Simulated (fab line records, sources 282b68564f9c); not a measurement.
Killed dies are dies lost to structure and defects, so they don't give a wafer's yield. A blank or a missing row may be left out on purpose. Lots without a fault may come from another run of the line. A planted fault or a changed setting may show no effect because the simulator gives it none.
Which tool did it? | flow rit_cmos | 15 lots, 45 wafers sampled, at 2 steps of a route of 202

WHAT THE GAUGES READ, wafer by wafer
The record holds no reading of a measuring or inspecting step that can be judged against a usual standard deviation.

WHICH TOOL RAN EACH LOT (tool, then ch and the chambers of the sampled wafers, then the start)
lot  | RIT_NLDD_STRIP_09                   | RIT_M1_PROBE_99
L269 | plasma_asher-04 ch 0,1, day 2 18:31 | -
L271 | plasma_asher-02 ch 1, day 3 04:26   | -
L272 | plasma_asher-03 ch 0,1, day 3 08:37 | -
L273 | plasma_asher-03 ch 0,1, day 3 14:06 | prober-02, day 4 06:31
L274 | plasma_asher-03 ch 0,1, day 3 19:39 | -
L275 | plasma_asher-04 ch 0,1, day 3 23:29 | -
L276 | plasma_asher-03 ch 0,1, day 4 04:37 | prober-01, day 4 19:35
L278 | plasma_asher-03 ch 0, day 4 15:28   | prober-02, day 5 06:30
L280 | plasma_asher-03 ch 0,1, day 5 01:01 | prober-02, day 5 20:19
L285 | plasma_asher-02 ch 0,1, day 6 01:48 | -
L287 | plasma_asher-02 ch 1, day 6 17:46   | -
L288 | plasma_asher-04 ch 0,1, day 6 20:22 | -
L289 | plasma_asher-04 ch 0,1, day 7 02:01 | -
L290 | plasma_asher-02 ch 0,1, day 7 05:45 | -
L292 | plasma_asher-02 ch 0,1, day 7 13:41 | prober-01, day 8 04:38
- RIT_NLDD_STRIP_09: strips in O2, time 180 s.
- RIT_M1_PROBE_99

WHAT THE TOOLS THEMSELVES READ (means of the sampled wafers that have a number; where no wafer has one, the mark that the record gives instead)
RIT_NLDD_STRIP_09. Usual: drypump_motor_current_A 5.6 A, standard deviation 0.45.
lot  | tool            | drypump_motor_current_A (A) | flag
L269 | plasma_asher-04 | 5.1                         |
L271 | plasma_asher-02 | 5.8                         |
L272 | plasma_asher-03 | 5.6                         |
L273 | plasma_asher-03 | 5.9                         |
L274 | plasma_asher-03 | 5.6                         |
L275 | plasma_asher-04 | 5.3                         |
L276 | plasma_asher-03 | 6.0                         |
L278 | plasma_asher-03 | 6.4                         |
L280 | plasma_asher-03 | 5.6                         |
L285 | plasma_asher-02 | 5.7                         |
L287 | plasma_asher-02 | 5.8                         |
L288 | plasma_asher-04 | 5.1                         |
L289 | plasma_asher-04 | 5.3                         |
L290 | plasma_asher-02 | 5.8                         |
L292 | plasma_asher-02 | 5.8                         |

RIT_M1_PROBE_99. Usual: killed_at_contacts 0.1, standard deviation 0.25; killed_at_front_end 7.1, standard deviation 2.9; killed_dies 7.2, standard deviation 2.9; killed_open 3.6, standard deviation 1.9; killed_short 3.5, standard deviation 1.9.
lot  | tool      | killed_at_contacts | killed_at_front_end | killed_dies | killed_open | killed_short | flag
L273 | prober-02 | 0.3                | 6.7                 | 7.0         | 4.7         | 2.3          |
L276 | prober-01 | 0.0                | 33.3                | 33.3        | 3.3         | 2.0          | OFF
L278 | prober-02 | 0.0                | 49.3                | 49.3        | 3.3         | 2.0          | OFF
L280 | prober-02 | 0.0                | 21.7                | 21.7        | 4.0         | 4.0          | OFF
L292 | prober-01 | 0.0                | 8.0                 | 8.0         | 3.0         | 5.0          |

THE ANSWER, worked out from the rows above alone
Rule: a lot is off if the mean of its wafers that have a number lies more than 3 standard deviations from the usual mean. A lot without any number at a reading at which 4 lots or more have one is off too. The other lots that the step has rows for count as sound. The gauges are gone through in route order, then the tools' own readings, and for those a lot's mean is taken as printed above. The first step at which some lot is off is used, and at that step the reading that is off furthest; a lot without a number counts as furthest.
Off: L276, L278, L280, at RIT_M1_PROBE_99 (killed_at_front_end). Neither off nor sound, because the step has no rows for them: L269, L271, L272, L274, L275, L285, L287, L288, L289, L290.
A tool fits if, at that step or a process step before it, it ran every lot that is off, and no sound lot after the first of them. One fits: plasma_asher-03 at RIT_NLDD_STRIP_09. Its last sound lot is L273 (day 3 14:06), its first lot that is off L276 (day 4 04:37): a fault that began between those two fits.

WHAT THE SIMULATOR HAD PUT IN
Chamber particle source: plasma_asher-03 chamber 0, from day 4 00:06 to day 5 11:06, at RIT_NLDD_STRIP_09. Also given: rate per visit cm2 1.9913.
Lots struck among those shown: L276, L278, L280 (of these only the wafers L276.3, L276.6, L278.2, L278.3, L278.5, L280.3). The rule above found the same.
